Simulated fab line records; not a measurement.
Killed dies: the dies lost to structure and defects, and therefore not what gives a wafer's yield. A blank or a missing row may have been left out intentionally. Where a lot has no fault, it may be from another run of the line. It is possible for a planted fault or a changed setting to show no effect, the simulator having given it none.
fab line records + flow rit-cmos
record
- lots=14
- wafers=42
- last-day=7
route steps=202 shown PSD@142 M1@202
lots with no fault: from the same line, run without faults
start-h: hours from the record's opening day to when the first of the lot's shown wafers began + wait-h: hours since the lot's step before + " same as the row above + L1.1+2: a single row standing in for several wafers + - no value present, or no start provided + * or withheld: withheld + < > ~ a bound
route shown NAME@n: a module of which the file shows steps, and the number in the route of the first + usual: the fault-free wafers' mean and standard deviation + same: alike in all rows + chamber/n: place in a boat + sites: readings site by site + _std_site: the standard deviation of these + _edge_site: outer sites' mean less inner sites' + radius-mm: how far each site lies from the wafer's centre + mask NAME#n: copy n + behind: the tool/chamber that last shaped the wafer + hold: why the lot went on hold/how many hours it stayed there/how the hold came to an end + device: names the non-switching transistor (n, p or np) + end of line: the same wafers' tests at the end of the route + a step without rows: its recipe alone + killed: not the wafer's yield, but the dies lost to structure and defects at the first sort + map: the dies of a wafer, with x for killed, . for not killed, _ for no die there
set.NAME: the setting as run; set.NAME@STEP: as run at that earlier step + model.NAME: the simulator's own value behind a step, which no gauge read
route steps across a sampled set of lots; one table per step, one row per wafer
## steps
# step RIT_PSD_HMDS_00
# recipe
- prime-time-s=60
- prime-temp-c=140
# usual
- prime-temp-c=140.01/0.12
| lot.wafer | tool           | chamber | start-h | wait-h | prime-temp-c |
|-----------|----------------|---------|---------|--------|--------------|
| L767.3    | litho-track-04 | 0       | 51.92   | 0.1    | 140.11       |
| L767.5    | "              | 0       | "       | "      | 140.13       |
| L767.6    | "              | 0       | "       | "      | 140.00       |
| L768.1    | litho-track-03 | 0       | 58.32   | 0.1    | 139.84       |
| L768.4    | "              | 0       | "       | "      | 139.93       |
| L768.5    | "              | 0       | "       | "      | 139.89       |
| L769.1    | litho-track-02 | 0       | 63.24   | 0.1    | 140.00       |
| L769.3    | "              | 0       | "       | "      | 139.99       |
| L769.6    | "              | 0       | "       | "      | 140.18       |
| L771.3    | litho-track-04 | 0       | 73.81   | 0.1    | 139.95       |
| L771.4    | "              | 0       | "       | "      | 139.91       |
| L771.6    | "              | 0       | "       | "      | 139.88       |
| L772.1    | litho-track-04 | 0       | 76.69   | 0.1    | 140.05       |
| L772.4    | "              | 0       | "       | "      | 140.11       |
| L772.6    | "              | 0       | "       | "      | 140.05       |
| L773.3    | litho-track-03 | 0       | 83.26   | 0.1    | 139.72       |
| L773.4    | "              | 0       | "       | "      | 139.90       |
| L773.5    | "              | 0       | "       | "      | 140.00       |
| L774.2    | litho-track-02 | 0       | 88.38   | 0.1    | 140.10       |
| L774.3    | "              | 0       | "       | "      | 140.12       |
| L774.4    | "              | 0       | "       | "      | 140.10       |
| L776.3    | litho-track-03 | 0       | 97.49   | 0.1    | 140.12       |
| L776.4    | "              | 0       | "       | "      | 140.10       |
| L776.6    | "              | 0       | "       | "      | 140.07       |
| L778.2    | litho-track-03 | 0       | 108.14  | 0.1    | 139.73       |
| L778.3    | "              | 0       | "       | "      | 139.97       |
| L778.6    | "              | 0       | "       | "      | 139.92       |
| L780.1    | litho-track-02 | 0       | 118.75  | 0.1    | 148.39       |
| L780.2    | "              | 0       | "       | "      | 148.22       |
| L780.5    | "              | 0       | "       | "      | 148.39       |
| L783.1    | litho-track-02 | 0       | 133.06  | 0.1    | 148.22       |
| L783.2    | "              | 0       | "       | "      | 148.42       |
| L783.6    | "              | 0       | "       | "      | 148.09       |
| L786.3    | litho-track-03 | 0       | 153.66  | 0.1    | 140.21       |
| L786.4    | "              | 0       | "       | "      | 140.10       |
| L786.6    | "              | 0       | "       | "      | 140.20       |
| L787.2    | litho-track-03 | 0       | 156.17  | 0.1    | 139.98       |
| L787.5    | "              | 0       | "       | "      | 139.91       |
| L787.6    | "              | 0       | "       | "      | 140.11       |
| L788.1    | litho-track-04 | 0       | 158.73  | 0.1    | 140.05       |
| L788.2    | "              | 0       | "       | "      | 140.15       |
| L788.6    | "              | 0       | "       | "      | 140.18       |
# step RIT_M1_PROBE_99
# usual
- killed_at_M0_to_M3=0.0/0.16
- killed-at-contacts=0.1/0.25
- killed-at-front-end=7/3.1
- killed-dies=7/3.1
- killed-open=3.6/2
- killed-short=3.5/2
# same
- gross-dies=264
- killed_at_M4_up=0
- killed-at-back-side=0
- killed-at-other=0
| lot.wafer | tool      | chamber | start-h | wait-h | killed_at_M0_to_M3 | killed-at-contacts | killed-at-front-end | killed-dies | killed-open | killed-short |
|-----------|-----------|---------|---------|--------|--------------------|--------------------|---------------------|-------------|-------------|--------------|
| L776.3    | prober-02 | -       | 107.40  | 0.2    | 0                  | 0                  | 9                   | 9           | 5           | 4            |
| L776.4    | prober-02 | -       | 107.45  | 0.2    | 0                  | 0                  | 11                  | 11          | 8           | 3            |
| L776.6    | prober-02 | -       | 107.55  | 0.2    | 0                  | 0                  | 8                   | 8           | 2           | 6            |
| L778.2    | prober-02 | -       | 117.66  | 0.1    | 0                  | 0                  | 5                   | 5           | 4           | 1            |
| L778.3    | prober-02 | -       | 117.71  | 0.2    | 0                  | 1                  | 3                   | 4           | 3           | 1            |
| L778.6    | prober-02 | -       | 117.86  | 0.2    | 0                  | 0                  | 4                   | 4           | 2           | 2            |
# killed by level:class
L776.3 FOX1:geometric-particle:short=2 FOX1:geometric-particle:open=1 FOX2:geometric-particle:open=1 GATE:geometric-particle:open=1 GATE:geometric-particle:short=1 SPACER:geometric-particle:open=1 SILICIDE:geometric-particle:open=1 SILICIDE:geometric-particle:short=1
L776.4 REOX:geometric-particle:open=5 FOX1:geometric-particle:open=3 FOX1:geometric-particle:short=2 GATE:geometric-particle:short=1
L776.6 SPACER:geometric-particle:short=4 GATE:geometric-particle:short=2 SPACER:geometric-particle:open=2
L778.2 FOX1:geometric-particle:open=1 FOX2:geometric-particle:open=1 GATE:geometric-particle:open=1 REOX:geometric-particle:short=1 SPACER:geometric-particle:open=1
L778.3 FOX2:geometric-particle:open=1 GATE:geometric-particle:short=1 SPACER:geometric-particle:open=1 CONTACT:geometric-particle:open=1
L778.6 GATE:geometric-particle:short=2 REOX:geometric-particle:open=2
## key
first-sign
- step=RIT_PSD_HMDS_00
- reading=prime-temp-c
- direction=up
- sigmas=67
- usual=*
- struck=*
effect none on later readings
met-at RIT_PSD_HMDS_00
struck-lots L780,L783
tester-left-out L780,L783
onset-between 88.38 118.75
fault
- kind=process-parameter-drift
- tool=litho-track-02
- chamber=-
- onset-h=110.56
- steps=RIT_PSD_HMDS_00
- channel=prime-temp-c
- offset=*
- shape=step
- end-h=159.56
- acts-in=*
- stated=*
# tester-left-out: of these lots the tester's yield and bins aren't shown, on N5 and GAA mostly nor the transistor test; their killed dies are dies lost to structure and defects alone, not to doping, threshold or leakage, so they don't give the yield
